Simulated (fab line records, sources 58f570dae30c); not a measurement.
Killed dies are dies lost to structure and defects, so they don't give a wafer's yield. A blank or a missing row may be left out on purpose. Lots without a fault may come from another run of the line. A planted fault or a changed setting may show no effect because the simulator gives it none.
fab line records | flow berkeley_cmos170
record lots=14 wafers=42 last_day=12
route steps=331 shown ACTIVE@77 CONTACT@226 M3@316
lots that met no fault: from a run of the same line without faults
start_h: hours from the record's first day to the start of the lot's first wafer shown | wait_h: hours since the lot's step before | " the same as in the row above | L1.1+2: a row that stands for several wafers | - no value, or no start given | * or withheld: withheld | < > ~ a bound
route shown NAME@n: a module of which the file shows steps, and the number in the route of the first | usual: mean/standard deviation of fault-free wafers | same: alike in all rows | chamber/n: place in a boat | sites: the reading at each site | _std_site: their standard deviation | _edge_site: outer sites' mean less inner sites' | radius_mm: how far each site lies from the wafer's centre | mask NAME#n: copy n | behind: the tool/chamber that last shaped the wafer | hold: why the lot was held/for how many hours/how that ended | device: the transistor (n, p or np) that didn't switch | end of line: the same wafers' tests at the end of the route | a step without rows: its recipe alone | killed: dies lost to structure and defects at the first sort, not the wafer's yield | map: a wafer's dies, x killed, . not, _ none there
set.NAME: the setting as run; set.NAME@STEP: as run at that earlier step | model.NAME: the simulator's own value behind a step, which no gauge read
steps of the route over a sample of lots; a table a step, a row a wafer
services: from which hour (start_h, from the record's first day; less than 0 if before it) a tool's chamber was out of use, for how many hours, and why
## steps
# step UCB170_ACTIVE_CD_MEAS_90
# recipe target_cd_nm=1200
# usual cd_nm=1199.7/1.4
# columns lot.wafer tool chamber start_h wait_h cd_nm
L312.2 cd_sem-01 - 96.78 0.1 1199.7
L312.4 " - " " 1197.4
L312.6 " - " " 1198.7
L313.2 cd_sem-02 - 97.02 0.1 1200.4
L313.3 " - " " 1200.9
L313.4 " - " " 1200.8
L316.3 cd_sem-02 - 100.46 0.1 1199.8
L316.5 " - " " 1200.0
L316.6 " - " " 1201.0
L315.1 cd_sem-02 - 100.70 0.1 1200.0
L315.3 " - " " 1198.6
L315.5 " - " " 1199.1
L314.2 cd_sem-02 - 100.99 0.1 1201.0
L314.4 " - " " 1200.6
L314.6 " - " " 1200.7
L321.2 cd_sem-01 - 130.82 0.1 1202.6
L321.4 " - " " 1200.4
L321.5 " - " " 1200.7
L325.1 cd_sem-01 - 147.93 0.1 1198.6
L325.2 " - " " 1200.8
L325.4 " - " " 1200.3
L323.1 cd_sem-01 - 148.45 0.1 1198.4
L323.4 " - " " 1199.1
L323.6 " - " " 1198.6
L324.1 cd_sem-01 - 152.30 0.1 1200.9
L324.4 " - " " 1200.8
L324.5 " - " " 1199.5
L326.2 cd_sem-01 - 152.72 0.1 1197.0
L326.4 " - " " 1197.7
L326.6 " - " " 1198.0
L328.1 cd_sem-01 - 156.91 0.1 1199.8
L328.4 " - " " 1199.6
L328.5 " - " " 1200.0
L329.3 cd_sem-01 - 176.00 0.1 1200.0
L329.4 " - " " 1198.9
L329.5 " - " " 1199.8
L330.1 cd_sem-02 - 176.00 0.2 1200.0
L330.4 " - " " 1200.1
L330.5 " - " " 1200.9
L333.1 cd_sem-02 - 183.99 0.1 1202.0
L333.4 " - " " 1201.7
L333.5 " - " " 1201.0
# step UCB170_CONTACT_COAT_10
# recipe resist=KrF spin_rpm=1500 resist_thk_nm=900
# usual dispense_pressure_kPa=55.4/2.6 spin_speed_rpm=1499.9/0.94
# columns lot.wafer tool chamber start_h wait_h dispense_pressure_kPa spin_speed_rpm
L316.3 litho_track-01 0 166 - 58.3 1500.3
L316.5 " 0 " " 58.2 1500.7
L316.6 " 0 " " 58.2 1499.1
L312.2 litho_track-02 0 169 - 51.7 1499.8
L312.4 " 0 " " 51.8 1499.7
L312.6 " 0 " " 51.7 1499.7
L313.2 litho_track-04 0 169 - 55.8 1501.3
L313.3 " 0 " " 55.8 1501.2
L313.4 " 0 " " 55.8 1501.6
L315.1 litho_track-01 0 169 - 58.2 1499.8
L315.3 " 0 " " 58.3 1499.0
L315.5 " 0 " " 58.2 1498.8
L314.2 litho_track-04 0 169 - 55.8 1499.9
L314.4 " 0 " " 55.8 1499.2
L314.6 " 0 " " 55.8 1499.8
L321.2 litho_track-01 0 202 - 58.2 1364.3
L321.4 " 0 203 - 58.2 1366.6
L321.5 " 0 " " 58.3 1366.4
L325.1 litho_track-04 0 226 - 55.8 1498.5
L325.2 " 0 " " 55.8 1498.7
L325.4 " 0 " " 55.8 1499.3
L323.1 litho_track-01 0 227 - 58.3 1365.9
L323.4 " 0 " " 58.3 1367.0
L323.6 " 0 " " 58.2 1365.5
L326.2 litho_track-04 0 228 - 55.8 1501.2
L326.4 " 0 " " 55.8 1500.7
L326.6 " 0 " " 55.8 1501.0
L324.1 litho_track-02 0 229 - 51.8 1500.0
L324.4 " 0 " " 51.7 1499.8
L324.5 " 0 " " 51.8 1500.9
L328.1 litho_track-02 0 233 - 51.8 1499.8
L328.4 " 0 234 - 51.8 1499.3
L328.5 " 0 " " 51.8 1500.8
L329.3 litho_track-04 0 250 - 55.8 1498.7
L329.4 " 0 " " 55.8 1500.0
L329.5 " 0 " " 55.8 1499.8
L330.1 litho_track-04 0 251 - 55.8 1499.9
L330.4 " 0 " " 55.8 1499.5
L330.5 " 0 " " 55.8 1499.0
L333.1 litho_track-02 0 262 - 51.8 1500.3
L333.4 " 0 " " 51.8 1500.4
L333.5 " 0 " " 51.8 1500.7
# step UCB170_M3_STRIP_07
# recipe chemistry=O2 power_w=400 pressure_mtorr=3500 platen_temp_c=withheld o2_flow_sccm=400 overash_fraction=0.5
# usual drypump_motor_current_A=5.8/0.59 oes_product_au=0.735/0.0038 strip_time_to_endpoint_s=21.97/0.067
# columns lot.wafer tool chamber start_h wait_h drypump_motor_current_A oes_product_au rf_hours_counter_h strip_time_to_endpoint_s
L316.3 plasma_asher-03 0 190.29 0.1 5.0 0.743 - 22.04
L316.5 " 0 " " 5.0 0.728 - 22.04
L316.6 " 1 " " 6.1 0.736 - 21.96
L313.2 plasma_asher-03 1 191.26 0.1 6.1 0.728 48 21.94
L313.3 " 1 " " 6.1 0.733 - 21.89
L313.4 " 0 " " 4.9 0.735 - 21.91
L312.2 plasma_asher-04 0 191.71 0.1 6.7 0.736 9 21.99
L312.4 " 0 " " 6.7 0.739 - 22.00
L312.6 " 0 " " 6.7 0.737 - 21.98
L315.1 plasma_asher-02 1 197.36 0.1 5.8 0.729 50 21.95
L315.3 " 1 " " 5.8 0.734 - 21.94
L315.5 " 1 " " 5.8 0.732 - 22.00
L314.2 plasma_asher-04 0 197.50 0.1 6.7 0.732 10 21.92
L314.4 " 1 " " 6.0 0.735 - 21.95
L314.6 " 0 " " 6.7 0.734 - 21.95
L321.2 plasma_asher-04 0 218.68 0.1 6.7 0.740 13 22.06
L321.4 " 1 " " 6.1 0.733 - 22.06
L321.5 " 1 " " 6.1 0.729 - 22.09
L325.1 plasma_asher-04 1 240.49 0.1 6.0 0.732 15 21.93
L325.2 " 0 " " 6.7 0.738 15 21.91
L325.4 " 1 " " 6.0 0.733 - 21.91
L323.1 plasma_asher-04 0 247.19 0.1 6.7 0.735 16 22.01
L323.4 " 0 " " 6.7 0.729 - 22.04
L323.6 " 1 " " 6.0 0.733 - 22.07
L326.2 plasma_asher-02 1 247.66 0.1 5.8 0.737 55 21.97
L326.4 " 0 " " 5.1 0.741 - 21.96
L326.6 " 1 " " 5.9 0.735 - 22.01
L324.1 plasma_asher-03 1 247.97 0.1 6.1 0.727 55 21.82
L324.4 " 0 " " 5.0 0.734 - 21.83
L324.5 " 1 " " 6.0 0.738 - 21.84
L328.1 plasma_asher-03 1 250.85 0.1 6.0 0.739 55 22.04
L328.4 " 1 " " 6.1 0.740 - 22.04
L328.5 " 0 " " 5.0 0.731 - 22.06
L329.3 plasma_asher-03 1 264.59 0.1 6.1 0.736 - 21.92
L329.4 " 0 " " 5.0 0.737 - 21.98
L329.5 " 0 " " 5.0 0.740 - 21.97
L330.1 plasma_asher-02 1 265.38 0.1 5.9 0.733 57 21.95
L330.4 " 1 " " 5.8 0.737 - 21.98
L330.5 " 1 " " 5.9 0.737 - 21.99
L333.1 plasma_asher-04 1 278.43 0.1 6.0 0.735 19 22.04
L333.4 " 0 " " 6.7 0.734 - 22.02
L333.5 " 0 " " 6.7 0.742 - 22.04
# step UCB170_M3_BOW_MEAS_20
# recipe mode=bow
# usual M3_BOW=34/7.2
# columns lot.wafer tool chamber start_h wait_h M3_BOW[um]
L316.3 film_metro-04 - 194.70 0.1 34
L316.5 " - " " 45
L316.6 " - " " 38
L313.2 film_metro-04 - 194.98 0.1 27
L313.3 " - " " 44
L313.4 " - " " 48
L312.2 film_metro-04 - 195.10 0.2 30
L312.4 " - " " 34
L312.6 " - " " 36
L315.1 film_metro-01 - 199.32 0.1 40
L315.3 " - " " 33
L315.5 " - " " 45
L314.2 film_metro-04 - 199.39 0.1 26
L314.4 " - " " 30
L314.6 " - " " 20
L321.2 film_metro-01 - 220.71 0.1 32
L321.4 " - " " 30
L321.5 " - " " 40
L325.1 film_metro-03 - 242.97 0.1 23
L325.2 " - " " 33
L325.4 " - " " 44
L323.1 film_metro-04 - 249.28 0.1 23
L323.4 " - " " 40
L323.6 " - " " 54
L326.2 film_metro-04 - 250.22 0.1 32
L326.4 " - " " 31
L326.6 " - " " 29
L324.1 film_metro-03 - 250.24 0.1 30
L324.4 " - " " 36
L324.5 " - " " 33
L328.1 film_metro-04 - 252.71 0.1 33
L328.4 " - " " 43
L328.5 " - " " 34
L329.3 film_metro-01 - 267.82 0.1 33
L329.4 " - " " 25
L329.5 " - " " 34
L330.1 film_metro-03 - 267.96 0.1 44
L330.4 " - " " 37
L330.5 " - " " 39
L333.1 film_metro-03 - 281.04 0.1 37
L333.4 " - " " 33
L333.5 " - " " 29
## services
# columns tool chamber start_h hours kind
plasma_asher-02 - 158.13 6.6 pm
plasma_asher-03 - 247.36 0.5 repair
## key
first_sign step=UCB170_CONTACT_COAT_10 reading=spin_speed_rpm direction=down sigmas=99+ usual=1499.9 struck=1366.0
effect none on later readings
met_at UCB170_CONTACT_COAT_10
struck_lots L321,L323
tester_left_out L321,L323
not_acting_at UCB170_ACTIVE_CD_MEAS_90,UCB170_M3_STRIP_07,UCB170_M3_BOW_MEAS_20
onset_between 169 202
fault kind=process_parameter_drift tool=litho_track-01 chamber=- onset_h=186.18 steps=UCB170_CONTACT_COAT_10 channel=spin_rpm offset=-134.15 shape=step end_h=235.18 acts_in=these_recipes_only stated=1500
# tester_left_out: of these lots the tester's yield and bins aren't shown, on N5 and GAA mostly nor the transistor test; their killed dies are dies lost to structure and defects alone, not to doping, threshold or leakage, so they don't give the yield
